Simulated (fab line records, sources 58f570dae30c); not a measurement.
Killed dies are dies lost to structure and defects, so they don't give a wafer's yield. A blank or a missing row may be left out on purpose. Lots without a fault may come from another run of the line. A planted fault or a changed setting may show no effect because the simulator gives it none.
Problem report in the 8D (eight disciplines) form, filled by code | flow berkeley_cmos170 | the parts of the form that need people (team, actions taken, sign-off) are left out

1. THE PROBLEM
CONTACT_PSG_THK at UCB170_CONTACT_THK_MEAS_02 reads a mean of 765 nm on 3 wafers of 1 lot; wafers without a fault read 699 nm with a standard deviation of 5.7. That is +12 standard deviations from the usual mean.
First seen on wafer L527.3, day 10 15:19, on film_metro-04. The record holds 39 wafers of 13 lots with a number at this step. Rule for "out", or "out of limits": more than 4 standard deviations from the usual mean. The other wafers with a number count as sound.

2. WHAT IT IS AND WHAT IT IS NOT
question                    | is                     | is not
which readings at this step | CONTACT_PSG_THK        | -
which lots                  | L527                   | L514, L516, L517, L518, L519, L520, L521, L522, L529, L530, L534, L536
which wafers of those lots  | all that have a number | -
read on which gauges        | film_metro-04          | film_metro-01, film_metro-03
when                        | from day 10 15:19      | up to then (24 sound wafers); but 12 sound wafers of L529, L530, L534, L536 came after

3. SUSPECTS, AND WHAT RULES EACH OUT
Counting: a tool at a process step up to the reading stays a suspect if it ran every lot that is out and no sound lot after the first of them.
- the gauge at UCB170_CONTACT_THK_MEAS_02: ruled out. All the wafers that are out were read on film_metro-04, but those of them that UCB170_CONTACT_CVD_01 has rows for are out there too, on other tools.
- pvd_sputter-03 at UCB170_SILICIDE_SPUTTER_01 (material Ti, target thk 30 nm, time 26.13 s): kept. It ran the lot that is out, L527 (day 10 11:44), and no sound lot after that; its last sound lot up to then is L522 (day 9 12:10).
- lpcvd-02 at UCB170_CONTACT_CVD_01 (deposits PSG from SiH4/O2/PH3, target thk 700 nm, time 2820 s): ruled out as a lasting fault. Sound lots L530 ran on it after its first lot that is out, L527 (day 10 13:31).
Left after counting: pvd_sputter-03 at UCB170_SILICIDE_SPUTTER_01.

4. THE CAUSE (what the simulator had put in)
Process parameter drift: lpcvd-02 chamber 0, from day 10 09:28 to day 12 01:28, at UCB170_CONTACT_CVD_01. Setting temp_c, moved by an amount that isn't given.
Counting ruled it out, wrongly: the rule takes a fault to strike every lot that its tool runs from its start on, and this one did not.

5. THE CHAIN OF EFFECTS, in route order
Each row: a reading whose mean over the struck wafers that have a number lies more than 3 standard deviations from the usual. Only readings for which the record gives a usual standard deviation are gone through. hours: the time from each lot's start at the first step in this table that gives one to its start at this step, as a median over the lots. sigmas: the change in usual standard deviations.
hours | step                       | reading           | usual      | on struck wafers | change | sigmas
0     | UCB170_CONTACT_CVD_01      | spike_tc_centre_C | 451.8 C    | 461.3            | +9.5   | +8.6
0     | UCB170_CONTACT_CVD_01      | spike_tc_load_C   | 469.2 C    | 479.2            | +10.0  | +5.5
0     | UCB170_CONTACT_CVD_01      | spike_tc_source_C | 468.6 C    | 479.8            | +11.2  | +3.9
0     | UCB170_CONTACT_CVD_01      | susceptor_temp_C  | 449.97 C   | 459.83           | +9.86  | +45
2     | UCB170_CONTACT_THK_MEAS_02 | CONTACT_PSG_THK   | 699 nm     | 765              | +66    | +12
-     | UCB170_CONTACT_ETCH_18     | oes_product_au    | 0.890 a.u. | 0.940            | +0.050 | +3.9
The process steps in it:
- UCB170_CONTACT_CVD_01: deposits PSG from SiH4/O2/PH3, target thk 700 nm, time 2820 s.
- UCB170_CONTACT_ETCH_18: etches PSG in CHF3/CF4/Ar, stops on TiSi2, target depth 840 nm, time 195 s.

6. WHAT WOULD HAVE CAUGHT IT SOONER
In this record the first reading out of limits at a measuring or inspecting step was taken at day 10 15:19, 6 hours after the fault began at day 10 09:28.
The tool's own readings at UCB170_CONTACT_CVD_01 were out on every struck wafer that the step has a row for (spike_tc_centre_C, spike_tc_load_C, susceptor_temp_C): an alarm limit on them would have fired on the first of those.
